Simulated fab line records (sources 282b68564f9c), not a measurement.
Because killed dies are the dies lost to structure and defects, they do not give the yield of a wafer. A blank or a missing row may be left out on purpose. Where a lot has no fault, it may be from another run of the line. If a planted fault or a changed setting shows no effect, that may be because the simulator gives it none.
Which tool is to blame?    flow rit-cmos    14 lots, 42 wafers sampled, at 2 steps of a route of 202

## WHAT THE GAUGES READ, wafer by wafer
RIT_REOX_THK_MEAS_04. Usual: REOX_OXIDE_THK typically reads 25.4 nm, with standard deviation 0.52.
lot   measured     on             REOX_OXIDE_THK (nm)  flag
L907  day 3 02:50  film-metro-02  25.2 25.2 25.1       
L908  day 3 07:18  film-metro-02  25.6 25.5 25.5       
L909  day 3 07:18  film-metro-01  24.5 25.4 24.5       
L912  day 3 23:17  film-metro-04  25.5 25.1 25.4       
L914  day 4 05:41  film-metro-04  25.5 25.7 25.4       
L916  day 5 02:13  film-metro-04  24.5 24.6 24.5       
L917  day 5 07:25  film-metro-01  25.5 25.3 24.9       
L919  day 5 21:10  film-metro-04  27.3 27.6 27.0       OFF
L920  day 6 03:17  film-metro-04  25.9 26.1 26.0       
L923  day 6 13:49  film-metro-01  25.1 25.3 25.5       
L924  day 6 21:29  film-metro-04  25.8 25.0 25.6       
L925  day 6 21:33  film-metro-01  27.9 28.0 28.3       OFF
L929  day 7 15:10  film-metro-02  25.2 25.4 25.3       
L930  day 7 17:48  film-metro-01  25.6 24.8 25.2       

## EACH LOT AND THE TOOL THAT RAN IT (in order: tool; ch and the chambers of the sampled wafers; start)
lot   RIT_REOX_OXIDATION_03
L907  furnace-01 ch 0, day 3 00:16
L908  furnace-01 ch 0, day 3 04:45
L909  furnace-01 ch 0, day 3 04:45
L912  furnace-01 ch 0, day 3 20:43
L914  furnace-03 ch 0, day 4 03:07
L916  furnace-03 ch 0, day 4 23:40
L917  furnace-03 ch 0, day 5 04:50
L919  furnace-03 ch 0, day 5 18:37
L920  furnace-01 ch 0, day 6 00:44
L923  furnace-01 ch 0, day 6 11:15
L924  furnace-01 ch 0, day 6 18:55
L925  furnace-03 ch 0, day 6 18:59
L929  furnace-01 ch 0, day 7 12:37
L930  furnace-01 ch 0, day 7 15:15
- RIT_REOX_OXIDATION_03: target thk 25.2 nm, ox time 5580 s.

## AS READ BY THE TOOLS THEMSELVES (means over the sampled wafers that have a number; for cases with no such wafer, the mark the record gives instead)
RIT_REOX_OXIDATION_03. Usual: spike-tc-centre-C 902.0 C, standard deviation 1.5; spike-tc-load-C 927.2 C, standard deviation 1.1; spike-tc-source-C 923.3 C, standard deviation 1.4; tube-center-temp-C 900 C, standard deviation 0.079; tube_center_temp_C_max 902.3, standard deviation 0.45; zone-power-load-pct 29.4 %, standard deviation 0.92.
lot   tool        spike-tc-centre-C (C)  spike-tc-load-C (C)  spike-tc-source-C (C)  tube-center-temp-C (C)  tube_center_temp_C_max  zone-power-load-pct (%)  flag
L907  furnace-01  901.5                  927.8                924.0                  900                     902.2                   29.9                     
L908  furnace-01  900.7                  927.2                923.7                  900                     902.2                   30.1                     
L909  furnace-01  901.2                  928.8                924.1                  900                     902.0                   30.0                     
L912  furnace-01  899.8                  926.8                924.3                  900                     902.3                   29.7                     
L914  furnace-03  904.3                  927.7                923.4                  900                     902.6                   28.3                     
L916  furnace-03  904.0                  928.3                922.3                  900                     902.4                   27.9                     
L917  furnace-03  904.2                  927.0                922.9                  900                     902.3                   28.2                     
L919  furnace-03  910.9                  936.7                931.8                  908                     910.8                   28.8                     OFF
L920  furnace-01  901.0                  928.1                924.7                  900                     902.6                   29.8                     
L923  furnace-01  901.0                  926.9                924.1                  900                     902.9                   29.9                     
L924  furnace-01  900.4                  927.1                924.5                  900                     902.2                   30.1                     
L925  furnace-03  911.0                  936.4                929.7                  908                     910.3                   28.8                     OFF
L929  furnace-01  900.9                  927.8                923.8                  900                     902.3                   30.0                     
L930  furnace-01  900.9                  926.5                924.0                  900                     902.6                   30.0                     

## THE ANSWER, worked out from the rows above alone
Rule: a lot is off if the mean of its wafers that have a number lies more than 3 standard deviations from the usual mean. Also off: a lot with no number at a reading for which 4 or more lots have one. The other lots that the step has rows for count as sound. The gauges are gone through in route order, then the tools' own readings, and for those a lot's mean is taken as printed above. At the first step where some lot is off, the reading lying furthest off is the one used; lots without a number count as furthest.
Off: at RIT_REOX_THK_MEAS_04 (REOX_OXIDE_THK), L919, L925.
If a tool, at a process step before that reading, ran all the lots that are off and no sound lot after the first of them, it fits. Not tried: the gauges at RIT_REOX_THK_MEAS_04; whatever is off there is also off at RIT_REOX_OXIDATION_03, on other tools, and gauge error can't account for it. One fits: furnace-03 at RIT_REOX_OXIDATION_03. Its last sound lot is L917 (day 5 04:50), its first lot that is off L919 (day 5 18:37): a fault that began between those two fits.
The tool's own readings at RIT_REOX_OXIDATION_03 bear it out: on the lots that are off they differ by more than 5 times the standard deviation of the sound lots' means. spike-tc-centre-C reads 911.0 C there against 901.7 C on the sound lots; spike-tc-load-C reads 936.5 C there against 927.5 C on the sound lots; spike-tc-source-C reads 930.8 C there against 923.8 C on the sound lots; tube-center-temp-C reads 908 C there against 900 C on the sound lots; tube_center_temp_C_max reads 910.5 there against 902.4 on the sound lots.

## WHAT HAD BEEN PUT IN BY THE SIMULATOR
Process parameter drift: furnace-03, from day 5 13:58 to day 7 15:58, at RIT_REOX_OXIDATION_03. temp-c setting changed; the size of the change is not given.
Shown lots that were struck: L919, L925. The rule given above showed the same thing.
